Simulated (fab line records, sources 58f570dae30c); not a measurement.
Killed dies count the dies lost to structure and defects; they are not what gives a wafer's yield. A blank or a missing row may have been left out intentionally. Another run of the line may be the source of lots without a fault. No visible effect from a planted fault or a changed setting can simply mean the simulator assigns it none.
Split-lot experiment -- flow berkeleyCmos170 -- 5 lots, 23 wafers read, on a route of 331 steps

## THE SPLIT
At UCB170_M3_COAT_10 (resist thk 900 nm), the setting resistThkNm was moved away from the recipe's 900 nm on 8 of the 23 wafers read, by -2.2% to +3.3%. All remaining wafers had this setting at the recipe value.

The reading comes from the split's own step.

## THE READING
KrF_of_M3_COAT_10.thkNm (the simulator's own value, which no gauge read), in nm, at UCB170_M3_COAT_10 (resist thk 900 nm). No usual value for it is given in the file. Across the 15 wafers here that went through the recipe, the average is 903.6 nm and the standard deviation 1.6 nm.

wafer,"tool, chamber at the split","resistThkNm as run, nm",against the recipe,"KrF_of_M3_COAT_10.thkNm, nm",against lot-mates on the recipe
L076.1,"lithoTrack-04, 0",880.6,-2.2%,883.2,-19.1
L076.2,"lithoTrack-04, 0",900,recipe,902.3,-
L076.4,"lithoTrack-04, 0",900,recipe,902.3,-
L076.3,"lithoTrack-04, 0",880.6,-2.2%,882.8,-19.5
L076.5,"lithoTrack-04, 0",880.6,-2.2%,883.4,-18.9
L080.2,"lithoTrack-01, 0",900,recipe,903.6,-
L080.3,"lithoTrack-01, 0",900,recipe,903.8,-
L080.6,"lithoTrack-01, 0",900,recipe,905.5,-
L081.1,"lithoTrack-03, 0",883.8,-1.8%,887.8,-15.9
L081.6,"lithoTrack-03, 0",883.8,-1.8%,887.8,-15.9
L081.3,"lithoTrack-03, 0",900,recipe,901.7,-
L081.4,"lithoTrack-03, 0",900,recipe,903.9,-
L081.5,"lithoTrack-03, 0",900,recipe,905.6,-
L085.1,"lithoTrack-04, 0",900,recipe,905.7,-
L085.2,"lithoTrack-04, 0",929.9,+3.3%,936.4,+31.5
L085.3,"lithoTrack-04, 0",929.9,+3.3%,931.6,+26.7
L085.4,"lithoTrack-04, 0",929.9,+3.3%,933.9,+29.0
L085.6,"lithoTrack-04, 0",900,recipe,904.1,-
L084.1,"lithoTrack-03, 0",900,recipe,903.1,-
L084.2,"lithoTrack-03, 0",900,recipe,902.1,-
L084.3,"lithoTrack-03, 0",900,recipe,900.5,-
L084.4,"lithoTrack-03, 0",900,recipe,905.8,-
L084.6,"lithoTrack-03, 0",900,recipe,903.6,-

FIT RESULTS
A straight line over all 23 wafers: KrF_of_M3_COAT_10.thkNm changes by +9.19 nm for each +1% of resistThkNm; r = +0.99; the points scatter about the line by 1.5 nm.
The same after taking each lot's own level away (the mean of its wafers on the recipe; 23 wafers): +8.8 nm for each +1%; r = +1.00; scatter 1.3 nm.
Per that fit: largest resistThkNm move, reading shift of 29 nm.
Measured against the standard deviation above, the lots' own levels, which go from 902.30 to 904.90 nm, span 1.7 times it.
So the lot-to-lot level changes the slope little: the two slopes agree.
Check: for one of the wafers moved furthest among these (+3.3%), held out of the fit, the line's prediction against its lot-mates is +28.4 nm. Against them it came out at +31.5 nm.

## OTHER SPLITS APPLIED TO THESE WAFERS
Before the reading, these wafers also passed through other splits. Each is held against what the fit with the lots' levels taken away leaves over:
other split on the same wafers,wafers away from the commonest value,r with KrF_of_M3_COAT_10.thkNm (lot level and that fit taken away)
UCB170_V1_ETCH_14 timeS,11,-0.19
UCB170_V2_CVD_00 timeS,9,+0.00

## FILE'S OWN FIT
KrF_of_M3_COAT_10.thkNm changes by +8.81 nm for each +1% of resistThkNm, r = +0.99.
